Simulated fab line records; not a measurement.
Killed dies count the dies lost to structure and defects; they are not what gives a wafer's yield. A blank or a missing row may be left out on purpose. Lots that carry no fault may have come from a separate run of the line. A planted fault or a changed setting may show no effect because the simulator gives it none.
Comparing a struck lot with a sound one    flow rit_cmos    21 out of 202 route steps
Sound: the wafers L738.2, L738.4, L738.6. Wafers L757.3, L757.5, L757.6 were the ones struck. Last of all comes the cause.
At each step with rows: each side's tool, then ch and its chambers, then its first start. Under that, the readings that differ: sound wafers    struck wafers    difference of the means    sigmas: that difference in standard deviations of wafers without a fault.
alike: readings with means less than 2 such deviations apart, plus words and numbers identical on both sides. not compared: withheld readings, readings lacking a value on some wafer, bounds such as >300 that could conceal the same value, and numbers that have no deviation in the record and whose values overlap.
A row with sigmas, a row that says differs or no value, or rows on one side alone: a step with any of these is where the two part. When numbers do not overlap yet have no deviation, they are printed without sigmas and do not part them. A reading that every wafer of one side lacks parts them only if that side has two wafers or more.

first, 6 steps without rows for these wafers: RIT_NWELL_HMDS_00 (prime time 60 s); RIT_NWELL_COAT_01 (resist thk 1300 nm); RIT_NWELL_SOFTBAKE_02 (time 60 s); RIT_NWELL_EXPOSE_03 (exposes mask M2, target cd 43900 nm); RIT_NWELL_PEB_04; RIT_NWELL_DEVELOP_05 (develop time 68 s).
RIT_NWELL_OVL_MEAS_06:
  struck on overlay-02, day 5 19:28; sound on overlay-01, day 1 21:05
  alike: NWELL_OVL
then, 2 steps without rows for these wafers: RIT_NWELL_HARDBAKE_07 (time 120 s); RIT_NWELL_IMPLANT_08.
RIT_NWELL_STRIP_09: strips in O2, time 180 s.
  sound on plasma_asher-01 ch 0,1, day 1 21:31; struck on plasma_asher-04 ch 0,1, day 5 19:56
  alike: drypump_motor_current_A
  not compared: rf_hours_counter_h
RIT_NWELL_TW_MEAS_10:
  struck on film_metro-04, day 5 20:05; sound on film_metro-04, day 1 21:41
  alike: NWELL_TW
then, 1 step without rows for these wafers: RIT_PWELL_HMDS_00 (prime time 60 s).
RIT_PWELL_COAT_01: resist thk 1300 nm.
  sound on litho_track-04 ch 0, day 1 21:55; struck on litho_track-04 ch 0, day 5 20:19
reading                                     sound           struck          difference  sigmas
model.NOVOLAK_of_PWELL_COAT_01.thk_nm (nm)  1298 1300 1304  1529 1523 1527  +226        
  alike: chill_plate_temp_C, resist_line_temp_C
then, 4 steps without rows for these wafers: RIT_PWELL_SOFTBAKE_02 (time 60 s); RIT_PWELL_EXPOSE_03 (exposes mask M3, target cd 43700 nm); RIT_PWELL_PEB_04; RIT_PWELL_DEVELOP_05 (develop time 68 s).
RIT_PWELL_OVL_MEAS_06:
  struck on overlay-01, day 5 21:08; sound on overlay-02, day 1 22:38
  alike: PWELL_OVL
RIT_PWELL_HARDBAKE_07: time 120 s.
  sound on litho_track-01 ch 0, day 1 22:42; struck on litho_track-01 ch 0, day 5 21:14
reading                                     sound           struck          difference  sigmas
model.NOVOLAK_of_PWELL_COAT_01.thk_nm (nm)  1136 1137 1140  1334 1329 1332  +194        
  alike: chill_plate_temp_C, resist_line_temp_C
after that, 1 step had no rows for these wafers: RIT_PWELL_IMPLANT_08.
RIT_M1_PROBE_99:
  struck on prober-01, day 7 08:10; sound on prober-01, day 3 10:43
  alike: killed_at_contacts, killed_at_front_end, killed_dies, killed_open, killed_short

== WHERE THEY PART ==
Nowhere in this record.

WHY: the cause the simulator had injected
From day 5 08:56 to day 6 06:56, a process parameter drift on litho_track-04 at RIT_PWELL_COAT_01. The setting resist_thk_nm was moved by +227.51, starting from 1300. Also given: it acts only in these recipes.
